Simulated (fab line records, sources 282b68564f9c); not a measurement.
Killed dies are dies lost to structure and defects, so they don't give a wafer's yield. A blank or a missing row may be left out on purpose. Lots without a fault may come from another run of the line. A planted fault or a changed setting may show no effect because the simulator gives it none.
fab line records | flow rit_cmos
record lots=13 wafers=39 last_day=7
route steps=202 shown SPACER@130 M1@202
lots that met no fault: from a run of the same line without faults
start_h: hours from the record's first day to the start of the lot's first wafer shown | wait_h: hours since the lot's step before | " the same as in the row above | L1.1+2: a row that stands for several wafers | - no value, or no start given | * or withheld: withheld | < > ~ a bound
route shown NAME@n: a module of which the file shows steps, and the number in the route of the first | usual: mean/standard deviation of fault-free wafers | same: alike in all rows | chamber/n: place in a boat | sites: the reading at each site | _std_site: their standard deviation | _edge_site: outer sites' mean less inner sites' | radius_mm: how far each site lies from the wafer's centre | mask NAME#n: copy n | behind: the tool/chamber that last shaped the wafer | hold: why the lot was held/for how many hours/how that ended | device: the transistor (n, p or np) that didn't switch | end of line: the same wafers' tests at the end of the route | a step without rows: its recipe alone | killed: dies lost to structure and defects at the first sort, not the wafer's yield | map: a wafer's dies, x killed, . not, _ none there
set.NAME: the setting as run; set.NAME@STEP: as run at that earlier step | model.NAME: the simulator's own value behind a step, which no gauge read
steps of the route over a sample of lots; a table a step, a row a wafer
services: from which hour (start_h, from the record's first day; less than 0 if before it) a tool's chamber was out of use, for how many hours, and why
## steps
# step RIT_SPACER_ETCHBACK_05
# recipe target_depth_a=2500 SF6_flow_sccm=30 CHF3_flow_sccm=30 target=Si3N4 chemistry=SF6/CHF3 pressure_mtorr=40 rf_w=250 time_s=240 stop_on=SiO2
# usual drypump_motor_current_A=5.5/0.48 oes_product_au=0.833/0.016 run_length_s=268.3/0.45 throttle_valve_pct=10.21/0.15
# columns lot.wafer tool chamber start_h wait_h drypump_motor_current_A oes_product_au rf_hours_counter_h run_length_s throttle_valve_pct
L634.1 rie_diel-02 1 49.67 0.1 5.2 0.826 65 267.4 10.14
L634.4 " 2 " " 6.2 0.855 13 268.8 10.32
L634.6 " 3 " " 5.3 0.859 - 267.4 10.48
L635.1 rie_diel-03 2 52.34 0.1 6.0 0.836 162 268.5 10.37
L635.3 " 1 " " 4.6 0.820 152 268.7 10.04
L635.4 " 0 " " 5.6 0.848 120 267.5 10.06
L636.2 rie_diel-01 1 57.23 0.0 5.3 0.845 72 268.4 10.20
L636.4 " 2 " " 5.3 0.813 112 268.5 10.26
L636.6 " 0 " " 5.7 0.815 - 268.5 10.07
L637.3 rie_diel-01 1 65.17 0.0 5.3 0.839 72 268.2 10.19
L637.4 " 0 " " 5.7 0.806 108 268.4 10.07
L637.5 " 0 " " 5.7 0.809 - 268.2 10.07
L643.3 rie_diel-01 0 95.98 0.1 5.7 0.785 - 280.3 10.05
L643.4 " 2 " " 5.3 0.825 - 268.6 10.26
L643.6 " 2 " " 5.2 0.839 - 269.0 10.27
L646.1 rie_diel-03 0 112.73 0.1 5.7 0.830 121 267.7 10.08
L646.2 " 3 " " 6.0 0.851 112 269.0 10.14
L646.4 " 1 " " 4.6 0.815 153 268.3 10.03
L647.3 rie_diel-02 3 114.65 0.0 5.3 0.860 133 267.5 10.48
L647.4 " 1 " " 5.2 0.832 67 267.5 10.15
L647.5 " 3 " " 5.3 0.843 - 267.4 10.50
L651.1 rie_diel-03 3 132.20 0.1 6.0 0.833 112 268.7 10.16
L651.2 " 0 " " 5.7 0.840 122 267.5 10.08
L651.6 " 0 " " 5.7 0.840 - 267.4 10.07
L652.2 rie_diel-03 2 138.42 0.0 6.1 0.830 0 268.7 10.35
L652.4 " 0 " " 5.7 0.840 - 267.7 10.08
L652.6 " 3 " " 6.0 0.842 - 268.7 10.17
L653.1 rie_diel-03 2 145.78 0.1 6.1 0.833 1 268.5 10.36
L653.4 " 0 " " 5.7 0.840 - 267.9 10.10
L653.6 " 2 " " 6.0 0.829 - 268.8 10.36
L654.1 rie_diel-01 1 151.54 0.1 5.3 0.828 74 268.0 10.19
L654.5 " 1 " " 5.3 0.833 - 268.2 10.19
L654.6 " 2 " " 5.3 0.822 - 268.2 10.26
L655.2 rie_diel-03 0 152.85 0.0 5.7 0.837 122 268.0 10.09
L655.3 " 1 " " 4.6 0.829 0 268.3 10.04
L655.4 " 2 " " 6.1 0.833 1 268.6 10.36
L657.3 rie_diel-03 1 166.74 0.0 4.6 0.828 0 268.4 10.05
L657.4 " 0 " " 5.7 0.829 123 267.8 10.10
L657.5 " 0 " " 5.7 0.834 - 267.5 10.07
# step RIT_M1_PROBE_99
# usual killed_at_contacts=0.0/0.2 killed_at_front_end=6.6/2.9 killed_dies=6.6/3 killed_open=3.4/2 killed_short=3.2/2
# same gross_dies=264 killed_at_M0_to_M3=0 killed_at_M4_up=0 killed_at_back_side=0 killed_at_other=0
# columns lot.wafer tool chamber start_h wait_h killed_at_contacts killed_at_front_end killed_dies killed_open killed_short
L643.3 prober-01 - 107.05 0.2 0 10 10 6 4
L643.4 prober-01 - 107.10 0.2 0 6 6 3 3
L643.6 prober-01 - 107.20 0.2 0 3 3 2 1
L646.1 prober-02 - 123.83 0.1 0 11 11 6 5
L646.2 prober-02 - 123.88 0.1 0 5 5 1 4
L646.4 prober-02 - 123.98 0.2 0 11 11 8 3
L647.3 prober-01 - 126.05 0.2 0 4 4 3 1
L647.4 prober-01 - 126.10 0.2 0 4 4 3 1
L647.5 prober-01 - 126.15 0.2 0 5 5 3 2
# killed by level:class
L643.3 GATE:geometric_particle:open=4 GATE:geometric_particle:short=3 REOX:geometric_particle:open=1 SPACER:geometric_particle:open=1 SILICIDE:geometric_particle:short=1
L643.4 GATE:geometric_particle:open=2 GATE:geometric_particle:short=2 REOX:geometric_particle:open=1 SILICIDE:geometric_particle:short=1
L643.6 FOX2:geometric_particle:open=2 SILICIDE:geometric_particle:short=1
L646.1 GATE:geometric_particle:open=3 REOX:geometric_particle:short=3 SILICIDE:geometric_particle:open=3 GATE:geometric_particle:short=1 SILICIDE:geometric_particle:short=1
L646.2 SILICIDE:geometric_particle:short=3 GATE:geometric_particle:short=1 SPACER:geometric_particle:open=1
L646.4 GATE:geometric_particle:open=5 FOX1:geometric_particle:open=2 FOX1:geometric_particle:short=2 SILICIDE:geometric_particle:open=1 SILICIDE:geometric_particle:short=1
L647.3 REOX:geometric_particle:open=2 FOX1:geometric_particle:open=1 GATE:geometric_particle:short=1
L647.4 FOX1:geometric_particle:open=1 GATE:geometric_particle:short=1 REOX:geometric_particle:open=1 SILICIDE:geometric_particle:open=1
L647.5 GATE:geometric_particle:open=2 GATE:geometric_particle:short=1 SPACER:geometric_particle:open=1 SILICIDE:geometric_particle:short=1
## services
# columns tool chamber start_h hours kind
rie_diel-01 2 26.16 9.3 repair
rie_diel-01 - 29.30 2.1 repair
rie_diel-01 - 37.07 14.6 pm
rie_diel-01 3 76.00 - clean
rie_diel-01 3 76.00 20.0 scheduled_down
rie_diel-01 3 76.00 20.0 vent_cycle
rie_diel-03 2 81.28 - clean
rie_diel-03 2 81.28 27.5 scheduled_down
rie_diel-03 2 81.28 27.5 vent_cycle
rie_diel-01 1 91.97 6.0 repair
rie_diel-01 0 99.73 3.7 repair
rie_diel-01 - 108.20 0.7 repair
rie_diel-03 - 109.82 2.8 pm
rie_diel-01 1 123.27 3.6 repair
rie_diel-02 - 128.31 1.4 repair
rie_diel-03 1 130.25 - clean
rie_diel-03 1 130.25 19.8 scheduled_down
rie_diel-03 1 130.25 19.8 vent_cycle
rie_diel-02 2 131.29 5.3 repair
rie_diel-01 2 132.34 2.6 repair
rie_diel-03 3 141.57 7.8 repair
## key
first_sign step=RIT_SPACER_ETCHBACK_05 reading=run_length_s direction=up sigmas=27 usual=* struck=*
effect none on later readings
met_at RIT_SPACER_ETCHBACK_05
struck_lots L643
struck_wafers L643.3
tester_left_out L643
onset_between 65.17 95.98
fault kind=process_parameter_drift tool=rie_diel-01 chamber=0 onset_h=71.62 steps=RIT_SPACER_ETCHBACK_05 channel=time_s offset=* shape=step end_h=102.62 acts_in=* stated=*
# tester_left_out: of these lots the tester's yield and bins aren't shown, on N5 and GAA mostly nor the transistor test; their killed dies are dies lost to structure and defects alone, not to doping, threshold or leakage, so they don't give the yield
